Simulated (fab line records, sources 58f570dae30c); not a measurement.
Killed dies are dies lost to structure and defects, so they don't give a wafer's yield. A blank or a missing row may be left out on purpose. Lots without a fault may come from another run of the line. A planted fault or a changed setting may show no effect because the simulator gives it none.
Split-lot experiment | flow berkeley_cmos170 | 5 lots, 23 wafers read, on a route of 331 steps

THE SPLIT
At UCB170_GATE_COAT_07 (resist thk 900 nm), the setting spin_rpm was moved away from the recipe's 1500 rpm on 11 of the 23 wafers read, by -3.9% to +7.1%. The other wafers ran this setting at the recipe's value.

The reading is taken at the split's own step.

THE READING
KrF_of_GATE_COAT_07.thk_nm (the simulator's own value, which no gauge read), in nm, at UCB170_GATE_COAT_07 (resist thk 900 nm). The file gives no usual value for it. The 12 wafers here that ran the recipe average 901.2 nm, standard deviation 3.2 nm.

wafer  | tool, chamber at the split | spin_rpm as run, rpm | against the recipe | KrF_of_GATE_COAT_07.thk_nm, nm | against lot-mates on the recipe
L074.4 | litho_track-03, 0          | 1500                 | recipe             | 903.4                          | -
L074.5 | litho_track-03, 0          | 1500                 | recipe             | 901.9                          | -
L074.6 | litho_track-03, 0          | 1500                 | recipe             | 903.9                          | -
L077.1 | litho_track-04, 0          | 1600                 | +6.7%              | 876                            | -27.3
L077.2 | litho_track-04, 0          | 1600                 | +6.7%              | 875.9                          | -27.4
L077.3 | litho_track-04, 0          | 1500                 | recipe             | 903.8                          | -
L077.4 | litho_track-04, 0          | 1600                 | +6.7%              | 876.8                          | -26.5
L077.6 | litho_track-04, 0          | 1500                 | recipe             | 902.9                          | -
L079.1 | litho_track-04, 0          | 1583                 | +5.5%              | 872.3                          | -27.4
L079.2 | litho_track-04, 0          | 1500                 | recipe             | 899                            | -
L079.3 | litho_track-04, 0          | 1583                 | +5.5%              | 874.9                          | -24.8
L079.4 | litho_track-04, 0          | 1500                 | recipe             | 900.3                          | -
L079.6 | litho_track-04, 0          | 1583                 | +5.5%              | 875.5                          | -24.1
L078.2 | litho_track-01, 0          | 1500                 | recipe             | 895.3                          | -
L078.3 | litho_track-01, 0          | 1500                 | recipe             | 894.5                          | -
L078.4 | litho_track-01, 0          | 1606                 | +7.1%              | 865.4                          | -29.5
L078.5 | litho_track-01, 0          | 1606                 | +7.1%              | 866.3                          | -28.6
L078.6 | litho_track-01, 0          | 1606                 | +7.1%              | 863.8                          | -31.1
L082.2 | litho_track-04, 0          | 1500                 | recipe             | 902.5                          | -
L082.3 | litho_track-04, 0          | 1500                 | recipe             | 904.9                          | -
L082.4 | litho_track-04, 0          | 1441                 | -3.9%              | 925.2                          | +22.0
L082.5 | litho_track-04, 0          | 1441                 | -3.9%              | 919.6                          | +16.4
L082.6 | litho_track-04, 0          | 1500                 | recipe             | 902.1                          | -

THE FIT
A straight line over all 23 wafers: KrF_of_GATE_COAT_07.thk_nm changes by -4.7 nm for each +1% of spin_rpm; r = -0.98; the points scatter about the line by 3.8 nm.
The same after taking each lot's own level away (the mean of its wafers on the recipe; 23 wafers): -4.35 nm for each +1%; r = -0.99; scatter 1.7 nm.
On that fit, the largest move of spin_rpm shifts the reading by 31 nm.
The lots' own levels span 894.90 to 903.35 nm, that is 2.6 times the standard deviation above.
So the lot-to-lot level changes the slope little: the two slopes agree.
Check: with one of the wafers moved furthest among these (+7.1%) left out of the fit, the line predicts -30.5 nm for it against its lot-mates. It came out at -29.5 nm against them.

OTHER SPLITS ON THESE WAFERS
These wafers also went through other splits before the reading. Each is held against what the fit with the lots' levels taken away leaves over:
other split on the same wafers      | wafers away from the commonest value | r with KrF_of_GATE_COAT_07.thk_nm (lot level and that fit taken away)
UCB170_ZERO_STRIP_07 o2_flow_sccm   | 10                                   | +0.03
UCB170_NWELL_CVD_04 pressure_mtorr  | 15                                   | -0.18
UCB170_NWELL_IMPLANT_14 dose_cm2    | 8                                    | -0.10
UCB170_PWELL_OXIDATION_02 ox_time_s | 18                                   | +0.25
UCB170_ACTIVE_OXIDATION_02 temp_c   | 15                                   | -0.37
UCB170_ACTIVE_COAT_08 resist_thk_nm | 9                                    | -0.03
UCB170_ACTIVE_SOFTBAKE_09 time_s    | 5                                    | -0.11
UCB170_ACTIVE_STRIP_16 power_w      | 7                                    | +0.06

THE FILE'S OWN FIT
KrF_of_GATE_COAT_07.thk_nm changes by -4.32 nm for each +1% of spin_rpm, r = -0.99.
